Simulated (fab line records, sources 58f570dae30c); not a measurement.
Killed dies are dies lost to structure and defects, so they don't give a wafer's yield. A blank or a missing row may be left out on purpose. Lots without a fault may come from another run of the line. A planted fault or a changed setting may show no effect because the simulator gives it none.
A struck lot beside a sound one | flow berkeley_cmos170 | 25 steps out of a route of 331
Sound: wafers L561.1, L561.3, L561.6. Struck: wafers L569.2, L569.4, L569.5. The cause comes at the end.
At each step with rows: each side's tool, then ch and its chambers, then its first start. Under that, the readings that differ: sound wafers | struck wafers | difference of the means | sigmas: that difference in standard deviations of wafers without a fault.
alike: readings whose means differ by less than 2 such deviations, and words and numbers that are the same on both sides. not compared: withheld readings, readings that some wafer has no value for, bounds like >300 that may hide the same value, and numbers for which the record gives no deviation and whose values overlap.
The two part at a step that has a row with sigmas, a row that says differs or no value, or rows on one side only. Numbers that don't overlap but have no deviation are shown without sigmas and don't part them. A reading that every wafer of one side lacks parts them only if that side has two wafers or more.

first, 1 step without rows for these wafers: UCB170_PSD_IMPLANT_08.
UCB170_PSD_STRIP_09: strips in O2.
  sound on plasma_asher-03 ch 0,1, day 9 10:09; struck on plasma_asher-01 ch 0,1, day 11 03:57
  alike: drypump_motor_current_A, oes_product_au, strip_time_to_endpoint_s
  not compared: rf_hours_counter_h
UCB170_PSD_TW_MEAS_10:
  sound on film_metro-04, day 9 10:15; struck on film_metro-02, day 11 04:04
  alike: PSD_TW
then, 7 steps without rows for these wafers: UCB170_PSD_CLEAN_11 (cleans in SPM, time 600 s); UCB170_NSD_HMDS_00 (prime time 60 s); UCB170_NSD_COAT_01 (resist thk 900 nm); UCB170_NSD_SOFTBAKE_02 (time 60 s); UCB170_NSD_EXPOSE_03 (exposes mask NSELECT MOD, target cd 1200 nm); UCB170_NSD_PEB_04; UCB170_NSD_DEVELOP_05 (develop time 45 s).
UCB170_NSD_CD_MEAS_06: target cd 1200 nm.
  sound on cd_sem-01, day 9 12:53; struck on cd_sem-02, day 11 05:23
  alike: cd_nm
UCB170_NSD_OVL_MEAS_07:
  sound on overlay-01, day 9 13:00; struck on overlay-01, day 11 05:29
  alike: NSD_OVL
UCB170_NSD_IMPLANT_08:
  sound on implanter-04 ch 0, day 9 13:02; struck on implanter-04 ch 0, day 11 05:33
  reading                          | sound                     | struck                        | difference | sigmas
  dose_ions_cm2                    | 3.008e+15 2.999e+15 3e+15 | 2.135e+15 2.142e+15 2.137e+15 | -8.643e+14 | -99 or more
  end_station_pressure_torr (Torr) | 1.34e-05 1.27e-05 1.2e-05 | 9.9e-06 1.07e-05 9e-06        | -2.8e-06   | -5
  faraday_current_uA               | 9113 8876 9181            | 6625 6790 6816                | -2313      | -13
UCB170_NSD_STRIP_09: strips in O2.
  sound on plasma_asher-01 ch 0,1, day 9 13:11; struck on plasma_asher-01 ch 0,1, day 11 05:40
  reading                      | sound             | struck            | difference | sigmas
  oes_product_au (a.u.)        | 0.535 0.540 0.534 | 0.571 0.558 0.567 | +0.029     | +7
  strip_time_to_endpoint_s (s) | 35.98 35.96 35.86 | 32.47 32.56 32.48 | -3.43      | -48
  alike: drypump_motor_current_A
  not compared: rf_hours_counter_h
UCB170_NSD_TW_MEAS_10:
  sound on film_metro-03, day 9 13:17; struck on film_metro-04, day 11 06:01
  reading | sound          | struck         | difference | sigmas
  NSD_TW  | 4226 4199 4197 | 3990 3983 3992 | -219       | -6
  not compared: hold
then, 3 steps without rows for these wafers: UCB170_BACKSIDE_HMDS_00 (prime time 60 s); UCB170_BACKSIDE_COAT_01 (resist thk 900 nm); UCB170_BACKSIDE_SOFTBAKE_02 (time 60 s).
UCB170_BACKSIDE_STRIP_03: strips in O2.
  sound on plasma_asher-02 ch 0,1, day 9 14:41; struck on plasma_asher-04 ch 0,1, day 11 10:06
  alike: drypump_motor_current_A, oes_product_au, strip_time_to_endpoint_s
  not compared: rf_hours_counter_h
then, 1 step without rows for these wafers: UCB170_BACKSIDE_CLEAN_04 (cleans in SPM, time 600 s).
UCB170_SDANNEAL_RTA_00: time 10 s.
  sound on rtp_anneal-02 ch 0, day 9 14:58; struck on rtp_anneal-02 ch 0, day 11 10:28
  alike: lamp_power_pct, wafer_temp_C_max
UCB170_SDANNEAL_RTA_01: time 5 s.
  sound on rtp_anneal-02 ch 0, day 9 15:02; struck on rtp_anneal-02 ch 0, day 11 10:32
  alike: lamp_power_pct, wafer_temp_C_max
UCB170_SDANNEAL_RS_MEAS_02: measures by four-point-probe.
  sound on film_metro-03, day 9 15:07; struck on film_metro-03, day 11 10:36
  alike: PSD_RS
UCB170_SDANNEAL_RS_MEAS_03: measures by four-point-probe.
  sound on film_metro-03, day 9 15:14; struck on film_metro-03, day 11 11:00
  reading         | sound             | struck            | difference | sigmas
  NSD_RS (ohm/sq) | 37.06 37.14 37.24 | 44.95 44.64 44.78 | +7.64      | +98
  not compared: hold
UCB170_M3_PROBE_99:
  the record has rows for the sound wafers here (prober-01, day 10 18:47) and none for the struck ones

WHERE THEY PART
First at UCB170_NSD_IMPLANT_08; last, within this record, at UCB170_M3_PROBE_99.

WHY: what the simulator had put in
Process parameter drift: implanter-04, from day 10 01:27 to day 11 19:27, at UCB170_NSD_IMPLANT_08. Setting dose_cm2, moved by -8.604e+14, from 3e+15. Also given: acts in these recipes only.
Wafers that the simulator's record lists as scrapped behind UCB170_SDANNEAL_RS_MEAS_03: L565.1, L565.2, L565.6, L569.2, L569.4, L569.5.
